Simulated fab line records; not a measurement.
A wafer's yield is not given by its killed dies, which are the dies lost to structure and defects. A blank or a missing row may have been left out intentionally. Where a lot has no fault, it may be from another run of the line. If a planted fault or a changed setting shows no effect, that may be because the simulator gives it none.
What tool caused it? | flow ritCmos | 14 lots, 42 wafers sampled, at 3 steps of a route of 202

== WHAT THE GAUGES SHOWED, per wafer ==
RIT_ACTIVE_BOW_MEAS_00.
lot  | measured    | on           | INCOMING_BOW (um)
L705 | day 1 10:04 | filmMetro-03 | 4 12 1
L707 | day 1 20:01 | filmMetro-03 | 0 -10 -7
L708 | day 2 01:00 | filmMetro-04 | 2 -1 1
L709 | day 2 06:01 | filmMetro-02 | -1 -3 -4
L710 | day 2 11:02 | filmMetro-02 | -4 2 4
L711 | day 2 16:01 | filmMetro-02 | 6 8 -2
L712 | day 2 21:01 | filmMetro-02 | 5 -9 3
L714 | day 3 07:01 | filmMetro-03 | -4 -15 -8
L717 | day 3 22:01 | filmMetro-02 | 5 3 0
L718 | day 4 03:00 | filmMetro-03 | -1 -4 -4
L720 | day 4 13:00 | filmMetro-03 | 8 4 4
L721 | day 4 18:04 | filmMetro-04 | -6 -11 1
L727 | day 6 00:00 | filmMetro-03 | -11 -7 -7
L728 | day 6 05:04 | filmMetro-03 | -1 2 -6

RIT_FOX1_THK_MEAS_01.
lot  | measured    | on           | FOX1_OXIDE_THK (nm)
L705 | day 1 16:59 | filmMetro-01 | 346 346 343
L707 | day 2 04:11 | filmMetro-01 | 349 339 341
L708 | day 2 08:50 | filmMetro-03 | 357 356 360
L709 | day 2 13:04 | filmMetro-03 | 351 350 352
L710 | day 2 17:52 | filmMetro-02 | 349 347 346
L711 | day 2 23:34 | filmMetro-01 | 346 343 342
L712 | day 3 04:31 | filmMetro-01 | 351 351 357
L714 | day 3 14:55 | filmMetro-03 | 352 354 354
L717 | day 4 04:51 | filmMetro-01 | 353 355 351
L718 | day 4 11:09 | filmMetro-01 | 350 355 350
L720 | day 4 20:44 | filmMetro-02 | 358 357 357
L721 | day 5 00:53 | filmMetro-03 | 350 352 350
L727 | day 6 07:14 | filmMetro-02 | 347 344 347
L728 | day 6 13:40 | filmMetro-01 | 355 357 360

RIT_GATE_THK_MEAS_07.
lot  | measured    | on           | GATE_OXIDE_THK (nm)
L705 | day 2 10:50 | filmMetro-04 | 3.03 3.05 3.05
L707 | day 2 20:46 | filmMetro-03 | 2.97 2.89 2.92
L708 | day 3 01:02 | filmMetro-01 | 3.09 3.02 3.07
L709 | day 3 05:23 | filmMetro-03 | 2.95 3.01 2.97
L710 | day 3 10:25 | filmMetro-03 | 2.99 3.04 2.94
L711 | day 3 15:46 | filmMetro-04 | 2.92 2.92 2.89
L712 | day 3 20:47 | filmMetro-01 | 3.02 2.99 3.01
L714 | day 4 07:48 | filmMetro-04 | 3.11 3.09 3.12
L717 | day 4 22:08 | filmMetro-03 | 2.95 2.90 2.99
L718 | day 5 03:32 | filmMetro-01 | 2.98 3.04 3.01
L720 | day 5 16:47 | filmMetro-03 | 3.13 3.06 3.07
L721 | day 5 18:08 | filmMetro-01 | 3.05 3.07 3.06
L727 | day 6 23:20 | filmMetro-04 | 3.02 2.99 2.95
L728 | day 7 05:49 | filmMetro-04 | 3.06 3.02 3.07

== WHAT TOOL EACH LOT RAN ON (gives the tool, then ch and the chambers of the sampled wafers, and finally the start) ==
Record: no process step prior to these readings.

== AS READ BY THE TOOLS THEMSELVES (means over the sampled wafers that have a number; for cases with no such wafer, the mark the record gives instead) ==
The record holds no such reading with a usual standard deviation.

== THE ANSWER, worked out from the rows above alone ==
Rule: the usual values come from the lots themselves. The widest of any qualifying gaps counts: lots, ordered by their means at a reading, are off when they make up no more than a third of the lots, leave a main group of 4 or more, and stand apart from it by 3 or more times the standard deviation of that group's means. Not used: any main group whose means are identical at the precision the tables above print for the reading. Also off: a lot with no number at a reading for which 4 or more lots have one. Where the step has rows for the other lots, those lots are counted as sound. After the gauges, taken in route order, come the tools' own readings; for these a lot's mean is taken, as printed above. At the first step where some lot is off, the reading lying furthest off is the one used; lots without a number count as furthest.
No lot is off at any reading shown: from this, nothing can be told.

== WHAT HAD BEEN PUT IN BY THE SIMULATOR ==
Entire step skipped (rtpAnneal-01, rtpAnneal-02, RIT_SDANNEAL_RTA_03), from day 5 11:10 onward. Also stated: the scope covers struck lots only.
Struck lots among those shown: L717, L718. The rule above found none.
